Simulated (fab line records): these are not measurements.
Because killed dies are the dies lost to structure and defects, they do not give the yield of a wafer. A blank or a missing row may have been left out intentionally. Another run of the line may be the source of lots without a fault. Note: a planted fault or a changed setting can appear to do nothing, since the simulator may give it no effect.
Which tool did it? || flow berkeley_cmos170 || Sampling: 14 lots, 42 wafers, 4 of 331 route steps

== WHAT EACH GAUGE READ, for each wafer ==
UCB170_ACTIVE_CD_MEAS_90: the cd target is 1200 nm. Usual: cd_nm 1199.9 nm, standard deviation 1.5.
{"lot": "L963", "measured": "day 4 01:43", "on": "cd_sem-02", "cd_nm (nm)": "1200.1 1200.4 1200.3", "flag": ""}
{"lot": "L966", "measured": "day 4 23:28", "on": "cd_sem-01", "cd_nm (nm)": "1201.3 1200.5 1202.0", "flag": ""}
{"lot": "L968", "measured": "day 5 11:37", "on": "cd_sem-02", "cd_nm (nm)": "1200.5 1200.0 1200.4", "flag": ""}
{"lot": "L969", "measured": "day 5 11:53", "on": "cd_sem-01", "cd_nm (nm)": "1198.5 1199.0 1197.6", "flag": ""}
{"lot": "L975", "measured": "day 6 14:31", "on": "cd_sem-02", "cd_nm (nm)": "1200.7 1201.9 1202.8", "flag": ""}
{"lot": "L972", "measured": "day 6 14:37", "on": "cd_sem-02", "cd_nm (nm)": "1199.3 1198.7 1197.4", "flag": ""}
{"lot": "L974", "measured": "day 6 14:44", "on": "cd_sem-02", "cd_nm (nm)": "1198.5 1195.3 1196.0", "flag": ""}
{"lot": "L977", "measured": "day 7 00:56", "on": "cd_sem-01", "cd_nm (nm)": "1198.4 1198.8 1198.4", "flag": ""}
{"lot": "L976", "measured": "day 7 01:10", "on": "cd_sem-02", "cd_nm (nm)": "1200.9 1199.8 1199.7", "flag": ""}
{"lot": "L978", "measured": "day 7 09:16", "on": "cd_sem-02", "cd_nm (nm)": "1198.2 1200.0 1199.5", "flag": ""}
{"lot": "L979", "measured": "day 7 12:40", "on": "cd_sem-01", "cd_nm (nm)": "1201.1 1201.3 1199.2", "flag": ""}
{"lot": "L981", "measured": "day 7 22:39", "on": "cd_sem-01", "cd_nm (nm)": "1200.2 1199.9 1200.9", "flag": ""}
{"lot": "L984", "measured": "day 8 19:28", "on": "cd_sem-01", "cd_nm (nm)": "1200.1 1200.9 1198.8", "flag": ""}
{"lot": "L986", "measured": "day 9 01:38", "on": "cd_sem-01", "cd_nm (nm)": "1202.0 1202.8 1202.6", "flag": ""}

UCB170_SILICIDE_RS_MEAS_02: the measuring method here is four-point-probe. Usual: for SILICIDE_TI_RS the level is 26.0 ohm/sq and the standard deviation is 0.35.
{"lot": "L963", "measured": "day 6 06:34", "on": "film_metro-03", "SILICIDE_TI_RS (ohm/sq)": "26.6 26.0 26.1", "flag": ""}
{"lot": "L966", "measured": "day 7 09:34", "on": "film_metro-02", "SILICIDE_TI_RS (ohm/sq)": "25.1 25.4 25.9", "flag": ""}
{"lot": "L968", "measured": "day 7 22:01", "on": "film_metro-02", "SILICIDE_TI_RS (ohm/sq)": "26.7 26.7 26.3", "flag": ""}
{"lot": "L969", "measured": "day 7 22:15", "on": "film_metro-02", "SILICIDE_TI_RS (ohm/sq)": "25.7 25.8 25.6", "flag": ""}
{"lot": "L975", "measured": "day 9 07:59", "on": "film_metro-03", "SILICIDE_TI_RS (ohm/sq)": "25.8 25.3 25.2", "flag": ""}
{"lot": "L972", "measured": "day 9 07:16", "on": "film_metro-03", "SILICIDE_TI_RS (ohm/sq)": "25.6 25.7 25.8", "flag": ""}
{"lot": "L974", "measured": "day 9 12:38", "on": "film_metro-02", "SILICIDE_TI_RS (ohm/sq)": "26.0 26.3 26.0", "flag": ""}
{"lot": "L977", "measured": "day 9 21:21", "on": "film_metro-02", "SILICIDE_TI_RS (ohm/sq)": "26.0 26.1 25.7", "flag": ""}
{"lot": "L976", "measured": "day 9 20:44", "on": "film_metro-03", "SILICIDE_TI_RS (ohm/sq)": "26.1 26.6 25.9", "flag": ""}
{"lot": "L978", "measured": "day 10 05:50", "on": "film_metro-02", "SILICIDE_TI_RS (ohm/sq)": "26.4 25.9 25.9", "flag": ""}
{"lot": "L979", "measured": "day 10 06:05", "on": "film_metro-03", "SILICIDE_TI_RS (ohm/sq)": "25.5 25.2 25.6", "flag": ""}
{"lot": "L981", "measured": "day 10 13:40", "on": "film_metro-04", "SILICIDE_TI_RS (ohm/sq)": "21.6 21.7 21.8", "flag": "OFF"}
{"lot": "L984", "measured": "day 11 13:17", "on": "film_metro-04", "SILICIDE_TI_RS (ohm/sq)": "21.8 21.8 21.8", "flag": "OFF"}
{"lot": "L986", "measured": "day 11 14:13", "on": "film_metro-02", "SILICIDE_TI_RS (ohm/sq)": "25.5 25.5 25.6", "flag": ""}

UCB170_SILICIDE_THK_MEAS_03: measures by xrf. Usual: for SILICIDE_TI_THK the level is 30.2 nm and the standard deviation is 0.39.
{"lot": "L963", "measured": "day 6 06:41", "on": "film_metro-03", "SILICIDE_TI_THK (nm)": "29.3 30.0 29.7", "flag": ""}
{"lot": "L966", "measured": "day 7 09:41", "on": "film_metro-02", "SILICIDE_TI_THK (nm)": "31.1 31.0 30.4", "flag": ""}
{"lot": "L968", "measured": "day 7 22:08", "on": "film_metro-02", "SILICIDE_TI_THK (nm)": "29.6 29.6 30.1", "flag": ""}
{"lot": "L969", "measured": "day 7 22:22", "on": "film_metro-02", "SILICIDE_TI_THK (nm)": "30.6 30.5 30.6", "flag": ""}
{"lot": "L975", "measured": "day 9 08:06", "on": "film_metro-03", "SILICIDE_TI_THK (nm)": "30.4 30.6 30.7", "flag": ""}
{"lot": "L972", "measured": "day 9 07:23", "on": "film_metro-03", "SILICIDE_TI_THK (nm)": "30.5 30.3 30.2", "flag": ""}
{"lot": "L974", "measured": "day 9 12:46", "on": "film_metro-02", "SILICIDE_TI_THK (nm)": "30.4 30.1 30.3", "flag": ""}
{"lot": "L977", "measured": "day 9 21:27", "on": "film_metro-02", "SILICIDE_TI_THK (nm)": "30.4 30.1 30.6", "flag": ""}
{"lot": "L976", "measured": "day 9 20:51", "on": "film_metro-03", "SILICIDE_TI_THK (nm)": "29.8 29.5 30.0", "flag": ""}
{"lot": "L978", "measured": "day 10 05:57", "on": "film_metro-02", "SILICIDE_TI_THK (nm)": "29.9 30.4 30.5", "flag": ""}
{"lot": "L979", "measured": "day 10 06:10", "on": "film_metro-03", "SILICIDE_TI_THK (nm)": "30.4 30.8 30.3", "flag": ""}
{"lot": "L981", "measured": "day 10 13:47", "on": "film_metro-04", "SILICIDE_TI_THK (nm)": "35.2 34.8 34.8", "flag": "OFF"}
{"lot": "L984", "measured": "day 11 13:24", "on": "film_metro-04", "SILICIDE_TI_THK (nm)": "35.0 35.0 35.0", "flag": "OFF"}
{"lot": "L986", "measured": "day 11 14:19", "on": "film_metro-02", "SILICIDE_TI_THK (nm)": "30.9 31.1 31.0", "flag": ""}

== TOOL THAT RAN EACH LOT (tool first, then ch and the chambers of the sampled wafers, then the start) ==
{"lot": "L963", "UCB170_SILICIDE_SPUTTER_01": "pvd_sputter-03, day 6 06:32"}
{"lot": "L966", "UCB170_SILICIDE_SPUTTER_01": "pvd_sputter-01, day 7 09:32"}
{"lot": "L968", "UCB170_SILICIDE_SPUTTER_01": "pvd_sputter-03, day 7 21:58"}
{"lot": "L969", "UCB170_SILICIDE_SPUTTER_01": "pvd_sputter-02, day 7 22:12"}
{"lot": "L975", "UCB170_SILICIDE_SPUTTER_01": "pvd_sputter-02, day 9 07:56"}
{"lot": "L972", "UCB170_SILICIDE_SPUTTER_01": "pvd_sputter-01, day 9 07:14"}
{"lot": "L974", "UCB170_SILICIDE_SPUTTER_01": "pvd_sputter-01, day 9 12:37"}
{"lot": "L977", "UCB170_SILICIDE_SPUTTER_01": "pvd_sputter-02, day 9 21:17"}
{"lot": "L976", "UCB170_SILICIDE_SPUTTER_01": "pvd_sputter-03, day 9 20:41"}
{"lot": "L978", "UCB170_SILICIDE_SPUTTER_01": "pvd_sputter-02, day 10 05:47"}
{"lot": "L979", "UCB170_SILICIDE_SPUTTER_01": "pvd_sputter-01, day 10 05:59"}
{"lot": "L981", "UCB170_SILICIDE_SPUTTER_01": "pvd_sputter-01, day 10 13:38"}
{"lot": "L984", "UCB170_SILICIDE_SPUTTER_01": "pvd_sputter-01, day 11 13:14"}
{"lot": "L986", "UCB170_SILICIDE_SPUTTER_01": "pvd_sputter-03, day 11 14:09"}
- UCB170_SILICIDE_SPUTTER_01: material Ti, target thk 30 nm, time 25 s.

== AS READ BY THE TOOLS THEMSELVES (means over the sampled wafers that have a number; for cases with no such wafer, the mark the record gives instead) ==
UCB170_SILICIDE_SPUTTER_01. Usual: cathode_dc_power_W 1500.0 W, standard deviation 0.27; throttle_valve_pct 29.7 %, standard deviation 1.1.
{"lot": "L963", "tool": "pvd_sputter-03", "cathode_dc_power_W (W)": 1500.3, "throttle_valve_pct (%)": 29.7, "flag": ""}
{"lot": "L966", "tool": "pvd_sputter-01", "cathode_dc_power_W (W)": 1499.8, "throttle_valve_pct (%)": 29.4, "flag": ""}
{"lot": "L968", "tool": "pvd_sputter-03", "cathode_dc_power_W (W)": 1499.9, "throttle_valve_pct (%)": 28.9, "flag": ""}
{"lot": "L969", "tool": "pvd_sputter-02", "cathode_dc_power_W (W)": 1500.0, "throttle_valve_pct (%)": 30.4, "flag": ""}
{"lot": "L975", "tool": "pvd_sputter-02", "cathode_dc_power_W (W)": 1499.8, "throttle_valve_pct (%)": 30.4, "flag": ""}
{"lot": "L972", "tool": "pvd_sputter-01", "cathode_dc_power_W (W)": 1500.0, "throttle_valve_pct (%)": 28.7, "flag": ""}
{"lot": "L974", "tool": "pvd_sputter-01", "cathode_dc_power_W (W)": 1499.9, "throttle_valve_pct (%)": 29.7, "flag": ""}
{"lot": "L977", "tool": "pvd_sputter-02", "cathode_dc_power_W (W)": 1499.8, "throttle_valve_pct (%)": 30.5, "flag": ""}
{"lot": "L976", "tool": "pvd_sputter-03", "cathode_dc_power_W (W)": 1499.7, "throttle_valve_pct (%)": 30.1, "flag": ""}
{"lot": "L978", "tool": "pvd_sputter-02", "cathode_dc_power_W (W)": 1500.0, "throttle_valve_pct (%)": 30.6, "flag": ""}
{"lot": "L979", "tool": "pvd_sputter-01", "cathode_dc_power_W (W)": 1500.1, "throttle_valve_pct (%)": 29.7, "flag": ""}
{"lot": "L981", "tool": "pvd_sputter-01", "cathode_dc_power_W (W)": 1751.4, "throttle_valve_pct (%)": 29.2, "flag": "OFF"}
{"lot": "L984", "tool": "pvd_sputter-01", "cathode_dc_power_W (W)": 1750.9, "throttle_valve_pct (%)": 29.8, "flag": "OFF"}
{"lot": "L986", "tool": "pvd_sputter-03", "cathode_dc_power_W (W)": 1500.1, "throttle_valve_pct (%)": 30.7, "flag": ""}

== THE ANSWER, worked out from the rows above alone ==
Rule: take the mean of a lot's wafers that have a number; if it is more than 3 standard deviations from the usual mean, the lot is off. A lot without any number at a reading at which 4 lots or more have one is off too. All remaining lots with rows at the step are treated as sound. The gauges are gone through in route order, then the tools' own readings, and for those a lot's mean is taken as printed above. The first step at which some lot is off is used, and at that step the reading that is off furthest; a lot without a number counts as furthest.
Off: L981, L984, seen at UCB170_SILICIDE_RS_MEAS_02 (SILICIDE_TI_RS).
A tool fits if, at a process step before that reading, it ran every lot that is off, and no sound lot after the first of them. The gauges at UCB170_SILICIDE_RS_MEAS_02 aren't tried: what is off there is off at UCB170_SILICIDE_SPUTTER_01 too, on other tools, and a gauge's error can't cause that. One fits: UCB170_SILICIDE_SPUTTER_01 on pvd_sputter-01. Its last sound lot is L979 (day 10 05:59), its first lot that is off L981 (day 10 13:38): a fault that began between those two fits.
On the lots that are off, the tool's own readings at UCB170_SILICIDE_SPUTTER_01 differ by more than 5 times the standard deviation of the sound lots' means, which bears it out; cathode_dc_power_W reads 1751.2 W there versus 1500.0 W on the sound lots.

== WHAT THE SIMULATOR PUT IN ==
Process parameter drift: pvd_sputter-01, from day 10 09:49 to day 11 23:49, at UCB170_SILICIDE_SPUTTER_01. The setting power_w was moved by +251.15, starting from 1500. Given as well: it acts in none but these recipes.
Struck lots among those shown: L981, L984. The rule above reached the same finding.
